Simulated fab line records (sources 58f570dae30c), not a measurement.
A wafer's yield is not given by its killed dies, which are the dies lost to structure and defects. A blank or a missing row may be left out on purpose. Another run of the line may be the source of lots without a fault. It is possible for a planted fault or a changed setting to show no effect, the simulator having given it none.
Lot-split experiment / flow berkeley_cmos170 / route with 331 steps; 5 lots, 23 wafers read

THE SPLIT
At UCB170_NSD_EXPOSE_03 (exposes mask NSELECT MOD, target cd 1200 nm), the setting dose_mj was moved away from the recipe's 30 on 6 of the 23 wafers read, by -7.4% to +6.6%. This setting was run at the recipe's value on the other wafers.

FROM THE SPLIT TO THE READING: what the file shows between them, 2 steps
- UCB170_NSD_PEB_04
- UCB170_NSD_DEVELOP_05: develop time 45 s

THE READING
cd_nm, in nm, at UCB170_NSD_CD_MEAS_06 (target cd 1200 nm). Fault-free wafers of this fab line usually give 1199.7 nm, standard deviation 1.5 nm.

wafer=L074.1; tool, chamber at the split=krf_scanner-01, 0; dose_mj as run=30; against the recipe=recipe; cd_nm, nm=1200.2; against lot-mates on the recipe=-
wafer=L074.2; tool, chamber at the split=krf_scanner-01, 0; dose_mj as run=30; against the recipe=recipe; cd_nm, nm=1198.5; against lot-mates on the recipe=-
wafer=L074.4; tool, chamber at the split=krf_scanner-01, 0; dose_mj as run=31.25; against the recipe=+4.2%; cd_nm, nm=1209.5; against lot-mates on the recipe=+9.6
wafer=L074.5; tool, chamber at the split=krf_scanner-01, 0; dose_mj as run=31.25; against the recipe=+4.2%; cd_nm, nm=1207.5; against lot-mates on the recipe=+7.6
wafer=L074.6; tool, chamber at the split=krf_scanner-01, 0; dose_mj as run=30; against the recipe=recipe; cd_nm, nm=1201.0; against lot-mates on the recipe=-
wafer=L075.1; tool, chamber at the split=krf_scanner-02, 0; dose_mj as run=30; against the recipe=recipe; cd_nm, nm=1200.8; against lot-mates on the recipe=-
wafer=L075.2; tool, chamber at the split=krf_scanner-02, 0; dose_mj as run=30; against the recipe=recipe; cd_nm, nm=1200.8; against lot-mates on the recipe=-
wafer=L075.3; tool, chamber at the split=krf_scanner-02, 0; dose_mj as run=31.98; against the recipe=+6.6%; cd_nm, nm=1211.7; against lot-mates on the recipe=+11.1
wafer=L075.5; tool, chamber at the split=krf_scanner-02, 0; dose_mj as run=31.98; against the recipe=+6.6%; cd_nm, nm=1212.9; against lot-mates on the recipe=+12.3
wafer=L075.6; tool, chamber at the split=krf_scanner-02, 0; dose_mj as run=30; against the recipe=recipe; cd_nm, nm=1200.2; against lot-mates on the recipe=-
wafer=L076.1; tool, chamber at the split=krf_scanner-02, 0; dose_mj as run=30; against the recipe=recipe; cd_nm, nm=1197.7; against lot-mates on the recipe=-
wafer=L076.2; tool, chamber at the split=krf_scanner-02, 0; dose_mj as run=27.78; against the recipe=-7.4%; cd_nm, nm=1182.8; against lot-mates on the recipe=-16.0
wafer=L076.3; tool, chamber at the split=krf_scanner-02, 0; dose_mj as run=30; against the recipe=recipe; cd_nm, nm=1198.4; against lot-mates on the recipe=-
wafer=L076.4; tool, chamber at the split=krf_scanner-02, 0; dose_mj as run=30; against the recipe=recipe; cd_nm, nm=1200.2; against lot-mates on the recipe=-
wafer=L076.5; tool, chamber at the split=krf_scanner-02, 0; dose_mj as run=27.78; against the recipe=-7.4%; cd_nm, nm=1184.7; against lot-mates on the recipe=-14.1
wafer=L078.1; tool, chamber at the split=krf_scanner-02, 0; dose_mj as run=30; against the recipe=recipe; cd_nm, nm=1201.3; against lot-mates on the recipe=-
wafer=L078.2; tool, chamber at the split=krf_scanner-02, 0; dose_mj as run=30; against the recipe=recipe; cd_nm, nm=1201.9; against lot-mates on the recipe=-
wafer=L078.4; tool, chamber at the split=krf_scanner-02, 0; dose_mj as run=30; against the recipe=recipe; cd_nm, nm=1199.9; against lot-mates on the recipe=-
wafer=L078.5; tool, chamber at the split=krf_scanner-02, 0; dose_mj as run=30; against the recipe=recipe; cd_nm, nm=1201.8; against lot-mates on the recipe=-
wafer=L078.6; tool, chamber at the split=krf_scanner-02, 0; dose_mj as run=30; against the recipe=recipe; cd_nm, nm=1200.7; against lot-mates on the recipe=-
wafer=L080.4; tool, chamber at the split=krf_scanner-01, 0; dose_mj as run=30; against the recipe=recipe; cd_nm, nm=1197.6; against lot-mates on the recipe=-
wafer=L080.5; tool, chamber at the split=krf_scanner-01, 0; dose_mj as run=30; against the recipe=recipe; cd_nm, nm=1197.8; against lot-mates on the recipe=-
wafer=L080.6; tool, chamber at the split=krf_scanner-01, 0; dose_mj as run=30; against the recipe=recipe; cd_nm, nm=1196.4; against lot-mates on the recipe=-

THE FIT
A straight line over all 23 wafers: cd_nm changes by +2.06 nm for each +1% of dose_mj; r = +0.97; the points scatter about the line by 1.6 nm.
The same after taking each lot's own level away (the mean of its wafers on the recipe; 23 wafers): +1.94 nm for each +1%; r = +0.99; scatter 0.95 nm.
That fit puts the effect of the largest move of dose_mj on the reading at 14 nm.
Across the lots, their own levels run from 1197.27 to 1201.12 nm, a range of 2.6 times the standard deviation given above.
Hence the lot-to-lot level has little effect on the slope; both slopes agree.
Check: for one of the wafers moved furthest among these (-7.4%), held out of the fit, the line's prediction against its lot-mates is -13.8 nm. It came out at -16 nm against them.

ADDITIONAL SPLITS CARRIED BY THESE WAFERS
These wafers also went through other splits before the reading. Each is held against what the fit with the lots' levels taken away leaves over:
other split on the same wafers=UCB170_ACTIVE_CVD_05 time_s; wafers away from the commonest value=18; r with cd_nm (lot level and that fit taken away)=-0.08
other split on the same wafers=UCB170_NVT_IMPLANT_07 dose_cm2; wafers away from the commonest value=9; r with cd_nm (lot level and that fit taken away)=-0.05
other split on the same wafers=UCB170_PVT_IMPLANT_07 energy_kev; wafers away from the commonest value=7; r with cd_nm (lot level and that fit taken away)=-0.53
other split on the same wafers=UCB170_PLDD_PEB_04 peb_temp_c; wafers away from the commonest value=11; r with cd_nm (lot level and that fit taken away)=+0.23
other split on the same wafers=UCB170_NLDD_PEB_04 peb_temp_c; wafers away from the commonest value=7; r with cd_nm (lot level and that fit taken away)=+0.01
other split on the same wafers=UCB170_NLDD_IMPLANT_09 dose_cm2; wafers away from the commonest value=11; r with cd_nm (lot level and that fit taken away)=-0.23

THE FILE'S OWN FIT
cd_nm changes by +1.94 nm for each +1% of dose_mj, r = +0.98.
